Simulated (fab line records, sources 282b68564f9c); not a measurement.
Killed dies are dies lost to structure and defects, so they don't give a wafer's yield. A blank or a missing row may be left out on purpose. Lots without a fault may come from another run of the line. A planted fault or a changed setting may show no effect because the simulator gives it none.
Problem report in the 8D (eight disciplines) form, filled by code | flow rit_cmos | the parts of the form that need people (team, actions taken, sign-off) are left out

1. THE PROBLEM
PSD_RS at RIT_SDANNEAL_RS_MEAS_04 reads a mean of 117.44 ohm/sq on 9 wafers of 3 lots; wafers without a fault read 115.85 ohm/sq with a standard deviation of 0.29. That is +5.5 standard deviations from the usual mean.
The step: measures by four-point-probe.
First seen on wafer L362.4, day 7 00:40, on film_metro-03. The record holds 45 wafers of 15 lots with a number at this step. Rule for "out", or "out of limits": more than 4 standard deviations from the usual mean. The other wafers with a number count as sound.

2. WHAT IT IS AND WHAT IT IS NOT
question                    | is                                          | is not
which readings at this step | PSD_RS                                      | -
which lots                  | L362, L363, L365                            | L344, L345, L346, L347, L348, L349, L351, L352, L355, L364, L366, L367
which wafers of those lots  | all that have a number                      | -
read on which gauges        | film_metro-02, film_metro-03, film_metro-04 | -
when                        | from day 7 00:40                            | up to then (27 sound wafers); but 9 sound wafers of L364, L366, L367 came after

3. SUSPECTS, AND WHAT RULES EACH OUT
Counting: a tool at a process step up to the reading stays a suspect if it ran every lot that is out and no sound lot after the first of them.
- the gauge at RIT_SDANNEAL_RS_MEAS_04: ruled out. The wafers that are out were read on 3 gauges (film_metro-02, film_metro-03, film_metro-04).
- implanter-01 at RIT_PSD_IMPLANT_08: kept. It ran every lot that is out, first L362 (day 6 23:51), and no sound lot after that; its last sound lot up to then is L349 (day 4 13:31).
Left after counting: implanter-01 at RIT_PSD_IMPLANT_08.

4. THE CAUSE (what the simulator had put in)
Process parameter drift: implanter-01, from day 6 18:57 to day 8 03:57, at RIT_PSD_IMPLANT_08. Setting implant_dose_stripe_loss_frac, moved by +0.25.
Counting left only this tool.

5. THE CHAIN OF EFFECTS, in route order
Each row: a reading whose mean over the struck wafers that have a number lies more than 3 standard deviations from the usual. Only readings for which the record gives a usual standard deviation are gone through. hours: the time from each lot's start at the first step in this table that gives one to its start at this step, as a median over the lots. sigmas: the change in usual standard deviations.
hours | step                    | reading | usual         | on struck wafers | change | sigmas
0     | RIT_SDANNEAL_RS_MEAS_04 | PSD_RS  | 115.85 ohm/sq | 117.44           | +1.59  | +5.5

6. WHAT WOULD HAVE CAUGHT IT SOONER
In this record the first reading out of limits at a measuring or inspecting step was taken at day 7 00:40, 6 hours after the fault began at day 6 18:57.
Of the lots that are out (3), L363, L365 began RIT_PSD_IMPLANT_08 on implanter-01 after day 7 00:40. A hold on the tool at that time would have spared those 2.
